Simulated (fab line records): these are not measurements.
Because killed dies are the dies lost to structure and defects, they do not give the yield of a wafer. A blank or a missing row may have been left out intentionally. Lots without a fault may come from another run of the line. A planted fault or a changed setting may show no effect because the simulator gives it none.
Split-lot trial || flow rit_cmos || on a route of 202 steps: 5 lots, 23 wafers read

== THE SPLIT ==
At RIT_CONTACT_DEVELOP_07 (develop time 120 s), the setting develop_time_s was moved away from the recipe's 120 s on 6 of the 23 wafers read, by -12.8% to +10.6%. This setting was run at the recipe's value on the other wafers.

== FROM THE SPLIT TO THE READING: what the file shows between them, 4 steps ==
- RIT_CONTACT_CD_MEAS_08: target cd 1000 nm
- RIT_CONTACT_HARDBAKE_10: time 60 s
- RIT_CONTACT_ETCH_11: etches SiO2 in CHF3/CF4/Ar, stops on TiSi2, target depth 480 nm, time 320 s
- RIT_CONTACT_STRIP_12: strips in O2, time 180 s

== THE READING ==
cd_nm at RIT_CONTACT_CD_MEAS_90, given in nm (cd target 1000 nm). On this fab line, fault-free wafers typically give 998.9 nm with a standard deviation of 2.3 nm.

{"wafer": "L074.1", "tool, chamber at the split": "litho_track-02, 0", "develop_time_s as run, s": 120, "against the recipe": "recipe", "cd_nm, nm": 997.5, "against lot-mates on the recipe": "-"}
{"wafer": "L074.3", "tool, chamber at the split": "litho_track-02, 0", "develop_time_s as run, s": 120, "against the recipe": "recipe", "cd_nm, nm": 995.4, "against lot-mates on the recipe": "-"}
{"wafer": "L074.4", "tool, chamber at the split": "litho_track-02, 0", "develop_time_s as run, s": 120, "against the recipe": "recipe", "cd_nm, nm": 997.7, "against lot-mates on the recipe": "-"}
{"wafer": "L074.5", "tool, chamber at the split": "litho_track-02, 0", "develop_time_s as run, s": 120, "against the recipe": "recipe", "cd_nm, nm": 996.2, "against lot-mates on the recipe": "-"}
{"wafer": "L074.6", "tool, chamber at the split": "litho_track-02, 0", "develop_time_s as run, s": 120, "against the recipe": "recipe", "cd_nm, nm": 998.6, "against lot-mates on the recipe": "-"}
{"wafer": "L079.1", "tool, chamber at the split": "litho_track-04, 0", "develop_time_s as run, s": 120, "against the recipe": "recipe", "cd_nm, nm": 999.5, "against lot-mates on the recipe": "-"}
{"wafer": "L079.2", "tool, chamber at the split": "litho_track-04, 0", "develop_time_s as run, s": 120, "against the recipe": "recipe", "cd_nm, nm": 998.4, "against lot-mates on the recipe": "-"}
{"wafer": "L079.4", "tool, chamber at the split": "litho_track-04, 0", "develop_time_s as run, s": 120, "against the recipe": "recipe", "cd_nm, nm": 1000.6, "against lot-mates on the recipe": "-"}
{"wafer": "L079.5", "tool, chamber at the split": "litho_track-04, 0", "develop_time_s as run, s": 120, "against the recipe": "recipe", "cd_nm, nm": 999.6, "against lot-mates on the recipe": "-"}
{"wafer": "L079.6", "tool, chamber at the split": "litho_track-04, 0", "develop_time_s as run, s": 120, "against the recipe": "recipe", "cd_nm, nm": 999.8, "against lot-mates on the recipe": "-"}
{"wafer": "L080.1", "tool, chamber at the split": "litho_track-04, 0", "develop_time_s as run, s": 120, "against the recipe": "recipe", "cd_nm, nm": 995.0, "against lot-mates on the recipe": "-"}
{"wafer": "L080.3", "tool, chamber at the split": "litho_track-04, 0", "develop_time_s as run, s": 132.7, "against the recipe": "+10.6%", "cd_nm, nm": 1003.6, "against lot-mates on the recipe": "+8.5"}
{"wafer": "L080.4", "tool, chamber at the split": "litho_track-04, 0", "develop_time_s as run, s": 132.7, "against the recipe": "+10.6%", "cd_nm, nm": 1004.3, "against lot-mates on the recipe": "+9.2"}
{"wafer": "L080.5", "tool, chamber at the split": "litho_track-04, 0", "develop_time_s as run, s": 132.7, "against the recipe": "+10.6%", "cd_nm, nm": 1008.0, "against lot-mates on the recipe": "+12.9"}
{"wafer": "L080.6", "tool, chamber at the split": "litho_track-04, 0", "develop_time_s as run, s": 120, "against the recipe": "recipe", "cd_nm, nm": 995.2, "against lot-mates on the recipe": "-"}
{"wafer": "L084.2", "tool, chamber at the split": "litho_track-01, 0", "develop_time_s as run, s": 104.6, "against the recipe": "-12.8%", "cd_nm, nm": 983.4, "against lot-mates on the recipe": -12.2}
{"wafer": "L084.3", "tool, chamber at the split": "litho_track-01, 0", "develop_time_s as run, s": 120, "against the recipe": "recipe", "cd_nm, nm": 995.6, "against lot-mates on the recipe": "-"}
{"wafer": "L084.4", "tool, chamber at the split": "litho_track-01, 0", "develop_time_s as run, s": 120, "against the recipe": "recipe", "cd_nm, nm": 995.6, "against lot-mates on the recipe": "-"}
{"wafer": "L084.5", "tool, chamber at the split": "litho_track-01, 0", "develop_time_s as run, s": 104.6, "against the recipe": "-12.8%", "cd_nm, nm": 983.3, "against lot-mates on the recipe": -12.3}
{"wafer": "L084.6", "tool, chamber at the split": "litho_track-01, 0", "develop_time_s as run, s": 104.6, "against the recipe": "-12.8%", "cd_nm, nm": 983.3, "against lot-mates on the recipe": -12.3}
{"wafer": "L085.1", "tool, chamber at the split": "litho_track-04, 0", "develop_time_s as run, s": 120, "against the recipe": "recipe", "cd_nm, nm": 1002.5, "against lot-mates on the recipe": "-"}
{"wafer": "L085.4", "tool, chamber at the split": "litho_track-04, 0", "develop_time_s as run, s": 120, "against the recipe": "recipe", "cd_nm, nm": 999.7, "against lot-mates on the recipe": "-"}
{"wafer": "L085.5", "tool, chamber at the split": "litho_track-04, 0", "develop_time_s as run, s": 120, "against the recipe": "recipe", "cd_nm, nm": 1001.2, "against lot-mates on the recipe": "-"}

THE FIT
A straight line over all 23 wafers: cd_nm changes by +0.955 nm for each +1% of develop_time_s; r = +0.92; the points scatter about the line by 2.5 nm.
The same after taking each lot's own level away (the mean of its wafers on the recipe; 23 wafers): +0.959 nm for each +1%; r = +0.98; scatter 1.1 nm.
Per that fit: largest develop_time_s move, reading shift of 12 nm.
The span of the lots' own levels, 995.10 to 1001.13 nm, comes to 2.6 times the standard deviation stated above.
The two slopes agree, so the slope changes little with the lot-to-lot level.
Check: for one of the wafers moved furthest among these (-12.8%), held out of the fit, the line's prediction against its lot-mates is -12.3 nm. It came out at -12.2 nm against them.

== THE OTHER SPLITS THESE WAFERS WENT THROUGH ==
Before the reading, these wafers also passed through other splits. Each is held against what the fit with the lots' levels taken away leaves over:
{"other split on the same wafers": "RIT_CONTACT_CVD_00 time_s", "wafers away from the commonest value": 7, "r with cd_nm (lot level and that fit taken away)": -0.03}

== THE WHOLE CHAIN: every reading that the file lists as answering this split, in the file's order ==
{"step": "RIT_CONTACT_CD_MEAS_08", "what it does": "target cd 1000 nm", "reading": "cd_nm", "change (the file's fit)": "+1.01 nm for each +1% of the setting", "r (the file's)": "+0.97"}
{"step": "RIT_CONTACT_ETCH_11", "what it does": "etches SiO2 in CHF3/CF4/Ar, stops on TiSi2, target depth 480 nm, time 320 s", "reading": "CONTACT.cd_nm (the simulator's own value, which no gauge read)", "change (the file's fit)": "+0.966 nm for each +1% of the setting", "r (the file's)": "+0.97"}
{"step": "RIT_CONTACT_CD_MEAS_90", "what it does": "target cd 1000 nm", "reading": "cd_nm", "change (the file's fit)": "+0.96 nm for each +1% of the setting", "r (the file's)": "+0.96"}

== THE FILE'S OWN FIT ==
cd_nm changes by +0.96 nm for each +1% of develop_time_s, r = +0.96.
